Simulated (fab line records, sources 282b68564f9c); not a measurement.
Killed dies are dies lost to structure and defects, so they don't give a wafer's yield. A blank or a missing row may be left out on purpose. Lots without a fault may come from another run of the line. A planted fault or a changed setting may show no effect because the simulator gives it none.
Which tool did it? | flow rit_cmos | 15 lots, 45 wafers sampled, at 5 steps of a route of 202

WHAT THE GAUGES READ, wafer by wafer
RIT_ACTIVE_THK_MEAS_02. Usual: ACTIVE_OXIDE_THK 46.8 nm, standard deviation 0.83.
lot  | measured    | on            | ACTIVE_OXIDE_THK (nm) | flag
L567 | day 1 12:47 | film_metro-02 | 48.9 48.7 48.7        |
L568 | day 1 17:03 | film_metro-01 | 46.4 46.4 46.8        |
L570 | day 2 03:03 | film_metro-04 | 47.1 47.2 47.1        |
L572 | day 2 14:05 | film_metro-01 | 46.0 46.0 45.7        |
L573 | day 2 18:03 | film_metro-01 | 45.1 45.4 45.3        |
L575 | day 3 04:04 | film_metro-02 | 46.5 46.6 47.1        |
L576 | day 3 09:50 | film_metro-01 | 46.6 46.2 46.6        |
L577 | day 3 17:16 | film_metro-01 | 45.4 45.5 46.0        |
L578 | day 3 19:28 | film_metro-02 | 45.6 46.6 46.6        |
L579 | day 4 00:03 | film_metro-01 | 46.2 46.8 46.6        |
L580 | day 4 05:27 | film_metro-01 | 47.2 47.2 47.0        |
L581 | day 4 10:12 | film_metro-01 | 51.4 52.1 51.9        | OFF
L582 | day 4 15:04 | film_metro-01 | 51.5 51.2 52.6        | OFF
L585 | day 5 06:04 | film_metro-01 | 52.3 52.2 52.1        | OFF
L587 | day 5 16:46 | film_metro-01 | 46.8 47.0 47.2        |

RIT_GATE_OVL_MEAS_17. Usual: GATE_OVL -0.4 nm, standard deviation 1.5.
lot  | measured    | on         | GATE_OVL (nm)  | flag
L567 | day 2 17:02 | overlay-01 | -0.2 -1.2 -1.0 |
L568 | day 2 18:39 | overlay-02 | 1.4 0.5 0.1    |
L570 | day 3 05:44 | overlay-02 | -2.6 -2.2 -0.6 |
L572 | day 3 15:38 | overlay-02 | -1.1 -2.3 -1.3 |
L573 | day 3 20:21 | overlay-01 | -0.5 1.4 1.7   |
L575 | day 4 06:59 | overlay-01 | -0.2 0.5 1.1   |
L576 | day 4 15:31 | overlay-01 | -1.8 -1.3 -2.1 |
L577 | day 4 18:07 | overlay-02 | -1.1 0.4 -1.6  |
L578 | day 4 20:08 | overlay-02 | -0.4 0.9 -1.0  |
L579 | day 5 05:30 | overlay-01 | -3.8 -2.2 -4.3 |
L580 | day 5 07:53 | overlay-01 | -0.8 -0.7 0.2  |
L581 | day 5 15:38 | overlay-02 | 2.6 2.1 0.2    |
L582 | day 5 18:47 | overlay-02 | 0.4 0.8 1.6    |
L585 | day 6 11:29 | overlay-01 | -1.0 -0.9 -1.0 |
L587 | day 6 20:59 | overlay-01 | 0.5 -2.1 0.7   |

RIT_SILICIDE_RS_MEAS_02: measures by four-point-probe. Usual: SILICIDE_TI_RS 48.0 ohm/sq, standard deviation 0.72.
lot  | measured    | on            | SILICIDE_TI_RS (ohm/sq) | flag
L567 | day 3 06:28 | film_metro-02 | 48.4 47.8 48.1          |
L568 | day 3 09:10 | film_metro-03 | 48.0 48.0 47.8          |
L570 | day 3 21:17 | film_metro-02 | 47.9 49.0 48.0          |
L572 | day 4 05:11 | film_metro-02 | 47.8 47.6 47.4          |
L573 | day 4 09:49 | film_metro-04 | 48.0 49.3 49.0          |
L575 | day 4 22:38 | film_metro-03 | 46.9 48.2 46.6          |
L576 | day 5 06:11 | film_metro-03 | 48.3 48.3 48.2          |
L577 | day 5 09:16 | film_metro-02 | 49.4 48.5 48.3          |
L578 | day 5 11:24 | film_metro-03 | 48.1 48.5 47.6          |
L579 | day 5 18:57 | film_metro-02 | 47.2 47.5 48.0          |
L580 | day 5 22:54 | film_metro-02 | 48.2 48.4 47.4          |
L581 | day 6 05:12 | film_metro-03 | 46.5 46.7 46.9          |
L582 | day 6 08:27 | film_metro-03 | 47.4 48.9 47.4          |
L585 | day 7 01:52 | film_metro-02 | 47.9 47.5 47.2          |
L587 | day 7 11:21 | film_metro-03 | 47.8 48.2 47.9          |

RIT_SILICIDE_THK_MEAS_03: measures by xrf. Usual: SILICIDE_TI_THK 30.1 nm, standard deviation 0.36.
lot  | measured    | on            | SILICIDE_TI_THK (nm) | flag
L567 | day 3 06:35 | film_metro-02 | 30.1 30.1 30.1       |
L568 | day 3 09:17 | film_metro-03 | 30.2 29.9 30.0       |
L570 | day 3 21:25 | film_metro-02 | 30.2 29.6 30.2       |
L572 | day 4 05:19 | film_metro-02 | 30.4 30.4 30.5       |
L573 | day 4 09:56 | film_metro-04 | 29.8 29.3 29.2       |
L575 | day 4 22:44 | film_metro-03 | 30.8 30.0 30.9       |
L576 | day 5 06:18 | film_metro-03 | 30.0 30.1 30.0       |
L577 | day 5 09:23 | film_metro-02 | 29.6 30.0 30.1       |
L578 | day 5 11:31 | film_metro-03 | 30.1 29.9 30.4       |
L579 | day 5 19:04 | film_metro-02 | 30.4 30.4 30.1       |
L580 | day 5 22:59 | film_metro-02 | 30.0 29.7 30.5       |
L581 | day 6 05:17 | film_metro-03 | 30.8 30.7 30.6       |
L582 | day 6 08:33 | film_metro-03 | 30.5 29.6 30.4       |
L585 | day 7 01:59 | film_metro-02 | 30.2 30.4 30.5       |
L587 | day 7 11:28 | film_metro-03 | 30.4 30.2 30.3       |

WHICH TOOL RAN EACH LOT (tool, then ch and the chambers of the sampled wafers, then the start)
lot  | RIT_ACTIVE_OXIDATION_01
L567 | furnace-04 ch 0, day 1 10:52
L568 | furnace-03 ch 0, day 1 15:07
L570 | furnace-04 ch 0, day 2 01:07
L572 | furnace-01 ch 0, day 2 12:08
L573 | furnace-01 ch 0, day 2 16:07
L575 | furnace-04 ch 0, day 3 02:07
L576 | furnace-04 ch 0, day 3 07:55
L577 | furnace-04 ch 0, day 3 15:20
L578 | furnace-04 ch 0, day 3 17:31
L579 | furnace-04 ch 0, day 3 22:07
L580 | furnace-04 ch 0, day 4 03:29
L581 | furnace-04 ch 0, day 4 08:14
L582 | furnace-04 ch 0, day 4 13:07
L585 | furnace-04 ch 0, day 5 04:07
L587 | furnace-01 ch 0, day 5 14:50
- RIT_ACTIVE_OXIDATION_01: target thk 46.8 nm, ox time 3360 s.

WHAT THE TOOLS THEMSELVES READ (means of the sampled wafers that have a number; where no wafer has one, the mark that the record gives instead)
RIT_ACTIVE_OXIDATION_01. Usual: zone_power_centre_pct 47.3 %, standard deviation 2.
lot  | tool       | zone_power_centre_pct (%) | flag
L567 | furnace-04 | 48.9                      |
L568 | furnace-03 | 43.6                      |
L570 | furnace-04 | 48.4                      |
L572 | furnace-01 | 45.5                      |
L573 | furnace-01 | 45.9                      |
L575 | furnace-04 | 48.9                      |
L576 | furnace-04 | 48.4                      |
L577 | furnace-04 | 48.8                      |
L578 | furnace-04 | 48.9                      |
L579 | furnace-04 | 49.0                      |
L580 | furnace-04 | 48.2                      |
L581 | furnace-04 | 48.8                      |
L582 | furnace-04 | 48.2                      |
L585 | furnace-04 | 48.6                      |
L587 | furnace-01 | 45.7                      |

THE ANSWER, worked out from the rows above alone
Rule: a lot is off if the mean of its wafers that have a number lies more than 3 standard deviations from the usual mean. A lot without any number at a reading at which 4 lots or more have one is off too. The other lots that the step has rows for count as sound. The gauges are gone through in route order, then the tools' own readings, and for those a lot's mean is taken as printed above. The first step at which some lot is off is used, and at that step the reading that is off furthest; a lot without a number counts as furthest.
Off: L581, L582, L585, at RIT_ACTIVE_THK_MEAS_02 (ACTIVE_OXIDE_THK).
A tool fits if, at a process step before that reading, it ran every lot that is off, and no sound lot after the first of them. The gauges at RIT_ACTIVE_THK_MEAS_02 are tried like those tools. One fits: furnace-04 at RIT_ACTIVE_OXIDATION_01. Its last sound lot is L580 (day 4 03:29), its first lot that is off L581 (day 4 08:14): a fault that began between those two fits.

WHAT THE SIMULATOR HAD PUT IN
Process parameter drift: furnace-04, from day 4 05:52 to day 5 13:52, at RIT_ACTIVE_OXIDATION_01. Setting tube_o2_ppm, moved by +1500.
Lots struck among those shown: L581, L582, L585. The rule above found the same.
